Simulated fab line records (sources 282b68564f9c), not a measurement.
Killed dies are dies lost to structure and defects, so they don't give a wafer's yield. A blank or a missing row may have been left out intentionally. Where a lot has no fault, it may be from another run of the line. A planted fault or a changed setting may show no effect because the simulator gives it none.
Comparing a struck lot with a sound one -- flow rit_cmos -- 15 out of 202 route steps
Sound: the wafers L694.1, L694.2, L694.5. Wafers struck: L692.2, L692.3, L692.5. The cause comes at the end.
Each step with rows lists, per side, the tool, then ch with its chambers, then its first start. Under that, the readings that differ: sound wafers -- struck wafers -- difference of the means -- sigmas: that difference in standard deviations of wafers without a fault.
alike: a reading whose means differ by less than 2 such deviations, as well as words and numbers matching on both sides. not compared: withheld readings; readings where some wafer has no value; bounds like >300 that might hide an equal value; numbers whose values overlap and for which the record gives no deviation.
The two part at a step that has a row with sigmas, a row that says differs or no value, or rows on one side only. Numbers that have no deviation but don't overlap get no sigmas and don't part them. A reading missing from all wafers of one side parts the sides only when that side holds two or more wafers.

first, 2 steps without rows for these wafers: RIT_NRETRO_PEB_04; RIT_NRETRO_DEVELOP_05 (develop time 68 s).
RIT_NRETRO_OVL_MEAS_06:
  sound: overlay-02 at day 4 01:56; struck: overlay-02 at day 3 16:14
  alike: NRETRO_OVL
then, 2 steps without rows for these wafers: RIT_NRETRO_HARDBAKE_07 (time 120 s); RIT_NRETRO_IMPLANT_08.
RIT_NRETRO_STRIP_09: strips in O2, time 180 s.
  sound on plasma_asher-04 ch 0,1, day 4 02:23; struck on plasma_asher-02 ch 0,1, day 3 16:40
  alike: drypump_motor_current_A
  not compared: rf_hours_counter_h
RIT_NRETRO_TW_MEAS_10:
  sound: film_metro-03 at day 4 02:33; struck: film_metro-02 at day 3 16:51
reading,sound,struck,difference,sigmas
NRETRO_TW,1051 1052 1052,1031 1029 1032,-21,-2
then, 5 steps without rows for these wafers: RIT_PRETRO_HMDS_00 (prime time 60 s); RIT_PRETRO_COAT_01 (resist thk 1300 nm); RIT_PRETRO_SOFTBAKE_02 (time 60 s); RIT_PRETRO_EXPOSE_03 (exposes mask M5, target cd 43700 nm); RIT_PRETRO_PEB_04.
RIT_PRETRO_DEVELOP_05: develop time 68 s.
  sound on litho_track-01 ch 0, day 4 03:00; struck on litho_track-03 ch 0, day 3 17:00
reading,sound,struck,difference,sigmas
developer_temp_C (C),23.17 22.94 23.08,22.28 22.08 21.97,-0.95,-9
RIT_PRETRO_OVL_MEAS_06:
  sound: overlay-02 at day 4 03:29; struck: overlay-01 at day 3 17:55
  alike: PRETRO_OVL
RIT_M1_PROBE_99:
  sound: prober-02 at day 5 07:09; struck: prober-02 at day 4 19:43
  alike: killed_at_M0_to_M3, killed_at_front_end, killed_dies, killed_open, killed_short

== WHERE THEY PART ==
At RIT_NRETRO_TW_MEAS_10 first; at RIT_PRETRO_DEVELOP_05 last (within this record only). Later steps at which nothing parts them and some readings are alike: RIT_PRETRO_OVL_MEAS_06, RIT_M1_PROBE_99.

WHY: what the simulator had put in
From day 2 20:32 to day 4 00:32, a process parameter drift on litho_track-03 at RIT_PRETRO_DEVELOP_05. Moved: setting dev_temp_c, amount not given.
